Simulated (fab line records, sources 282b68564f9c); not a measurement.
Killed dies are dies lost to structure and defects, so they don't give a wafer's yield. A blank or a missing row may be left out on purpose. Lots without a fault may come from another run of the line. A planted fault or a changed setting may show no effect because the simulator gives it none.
Which tool did it? | flow rit_cmos | 14 lots, 42 wafers sampled, at 2 steps of a route of 202

WHAT THE GAUGES READ, wafer by wafer
RIT_ACTIVE_CD_MEAS_11: target cd 1400 nm.
lot  | measured    | on        | cd_nm (nm)
L897 | day 1 14:37 | cd_sem-02 | 1403.6 1404.6 1401.3
L898 | day 1 19:28 | cd_sem-01 | 1397.1 1397.4 1397.1
L900 | day 2 05:26 | cd_sem-01 | 1401.6 1401.2 1402.2
L903 | day 2 21:04 | cd_sem-02 | 1400.9 1400.7 1398.4
L904 | day 3 01:29 | cd_sem-01 | 1398.9 1400.1 1399.2
L906 | day 3 11:34 | cd_sem-01 | 1402.5 1401.7 1405.8
L907 | day 3 17:11 | cd_sem-02 | 1401.0 1399.0 1400.8
L908 | day 3 21:42 | cd_sem-02 | 1405.3 1403.9 1404.0
L913 | day 5 00:58 | cd_sem-01 | 1403.8 1405.3 1403.4
L914 | day 5 03:28 | cd_sem-01 | 1409.3 1409.8 1411.5
L915 | day 5 08:28 | cd_sem-02 | 1401.6 1401.3 1401.5
L916 | day 5 13:39 | cd_sem-02 | 1402.5 1401.4 1402.7
L917 | day 5 18:56 | cd_sem-02 | 1400.0 1399.8 1401.1
L918 | day 5 23:28 | cd_sem-01 | 1402.2 1401.4 1398.9

WHICH TOOL RAN EACH LOT (tool, then ch and the chambers of the sampled wafers, then the start)
lot  | RIT_ACTIVE_DEVELOP_10
L897 | litho_track-03 ch 0, day 1 14:00
L898 | litho_track-04 ch 0, day 1 19:00
L900 | litho_track-04 ch 0, day 2 05:00
L903 | litho_track-03 ch 0, day 2 20:00
L904 | litho_track-04 ch 0, day 3 01:00
L906 | litho_track-03 ch 0, day 3 11:00
L907 | litho_track-04 ch 0, day 3 17:00
L908 | litho_track-02 ch 0, day 3 21:00
L913 | litho_track-03 ch 0, day 5 00:00
L914 | litho_track-03 ch 0, day 5 03:00
L915 | litho_track-04 ch 0, day 5 08:00
L916 | litho_track-02 ch 0, day 5 13:00
L917 | litho_track-02 ch 0, day 5 18:00
L918 | litho_track-04 ch 0, day 5 23:00
- RIT_ACTIVE_DEVELOP_10: develop time 50 s.

WHAT THE TOOLS THEMSELVES READ (means of the sampled wafers that have a number; where no wafer has one, the mark that the record gives instead)
RIT_ACTIVE_DEVELOP_10.
lot  | tool           | developer_temp_C (C)
L897 | litho_track-03 | 22.99
L898 | litho_track-04 | 23.01
L900 | litho_track-04 | 22.93
L903 | litho_track-03 | 22.89
L904 | litho_track-04 | 22.88
L906 | litho_track-03 | 22.96
L907 | litho_track-04 | 23.06
L908 | litho_track-02 | 23.05
L913 | litho_track-03 | 25.30
L914 | litho_track-03 | 25.34
L915 | litho_track-04 | 23.07
L916 | litho_track-02 | 22.91
L917 | litho_track-02 | 22.98
L918 | litho_track-04 | 23.10

THE ANSWER, worked out from the rows above alone
Rule: what is usual is taken from the lots themselves. Put in order of their means at a reading, lots are off if they are a third of the lots or fewer, leave a main group of 4 or more, and stand apart from it by a gap of 3 or more times the standard deviation of the main group's means; of several such gaps the widest counts. A main group whose means are all the same, to the digits that the tables above print for the reading, isn't used. A lot without any number at a reading at which 4 lots or more have one is off too. The other lots that the step has rows for count as sound. The gauges are gone through in route order, then the tools' own readings, and for those a lot's mean is taken as printed above. The first step at which some lot is off is used, and at that step the reading that is off furthest; a lot without a number counts as furthest.
Off: L913, L914, at RIT_ACTIVE_DEVELOP_10 (developer_temp_C). The main group: mean 22.99 C, standard deviation 0.071.
A tool fits if, at that step or a process step before it, it ran every lot that is off, and no sound lot after the first of them. One fits: litho_track-03 at RIT_ACTIVE_DEVELOP_10. Its last sound lot is L906 (day 3 11:00), its first lot that is off L913 (day 5 00:00): a fault that began between those two fits.
The tool's own readings at RIT_ACTIVE_DEVELOP_10 bear it out: on the lots that are off they differ by more than 5 times the standard deviation of the sound lots' means. developer_temp_C reads 25.32 C there against 22.99 C on the sound lots.

WHAT THE SIMULATOR HAD PUT IN
Process parameter drift: litho_track-03, from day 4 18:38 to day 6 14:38, at RIT_ACTIVE_DEVELOP_10. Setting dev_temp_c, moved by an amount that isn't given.
Lots struck among those shown: L913, L914. The rule above found the same.
